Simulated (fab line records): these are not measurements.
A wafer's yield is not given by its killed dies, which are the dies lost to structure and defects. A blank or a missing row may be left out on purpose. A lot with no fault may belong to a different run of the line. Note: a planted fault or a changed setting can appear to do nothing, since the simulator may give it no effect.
The tool behind it: which one?	flow ritCmos	Sampling: 7 lots, 21 wafers, 4 of 202 route steps

== WHAT THE GAUGES READ, wafer by wafer ==
RIT_NSD_TW_MEAS_10.
lot	measured	on	NSD_TW
L869	day 3 06:47	filmMetro-01	3138 3126 3132
L872	day 3 20:49	filmMetro-04	3122 3117 3109
L874	day 4 08:45	filmMetro-03	3081 3082 3081
L876	day 4 20:43	filmMetro-03	3100 3084 3101
L884	day 6 12:58	filmMetro-03	3097 3090 3082
L888	day 7 05:27	filmMetro-04	3104 3104 3097
L890	day 7 14:08	filmMetro-03	3100 3095 3080

== WHICH TOOL RAN EACH LOT (tool, then ch and the chambers of the sampled wafers, then the start) ==
lot	RIT_NRETRO_STRIP_09	RIT_PLDD_SOFTBAKE_02	RIT_NSD_STRIP_09
L869	plasmaAsher-02 ch 0,1, day 2 13:16	lithoTrack-02 ch 0, day 3 01:41	plasmaAsher-03 ch 0,1, day 3 06:36
L872	plasmaAsher-03 ch 0,1, day 3 01:21	lithoTrack-02 ch 0, day 3 15:43	plasmaAsher-02 ch 0,1, day 3 20:38
L874	plasmaAsher-02 ch 0,1, day 3 14:46	lithoTrack-02 ch 0, day 4 03:29	plasmaAsher-03 ch 0, day 4 08:34
L876	plasmaAsher-01 ch 0,1, day 4 01:42	lithoTrack-03 ch 0, day 4 15:43	plasmaAsher-03 ch 0,1, day 4 20:33
L884	plasmaAsher-03 ch 0,1, day 5 18:31	lithoTrack-01 ch 0, day 6 06:52	plasmaAsher-02 ch 0,1, day 6 12:47
L888	plasmaAsher-02 ch 0,1, day 6 12:05	lithoTrack-02 ch 0, day 7 00:17	plasmaAsher-04 ch 0,1, day 7 05:17
L890	plasmaAsher-02 ch 0,1, day 6 20:25	lithoTrack-02 ch 0, day 7 08:53	plasmaAsher-02 ch 1, day 7 13:57
- RIT_NRETRO_STRIP_09: strips in O2, time 180 s.
- RIT_PLDD_SOFTBAKE_02: time 60 s.
- RIT_NSD_STRIP_09: strips in O2, time 180 s.

== THE ANSWER, worked out from the rows above alone ==
Rule: the usual values come from the lots themselves. The widest of any qualifying gaps counts: lots, ordered by their means at a reading, are off when they make up no more than a third of the lots, leave a main group of 4 or more, and stand apart from it by 3 or more times the standard deviation of that group's means. Not used: any main group whose means are identical at the precision the tables above print for the reading. Also off: a lot with no number at a reading for which 4 or more lots have one. The other lots that the step has rows for count as sound.
No lot is off at any reading shown: from this, nothing can be told.

== WHAT THE SIMULATOR HAD PUT IN ==
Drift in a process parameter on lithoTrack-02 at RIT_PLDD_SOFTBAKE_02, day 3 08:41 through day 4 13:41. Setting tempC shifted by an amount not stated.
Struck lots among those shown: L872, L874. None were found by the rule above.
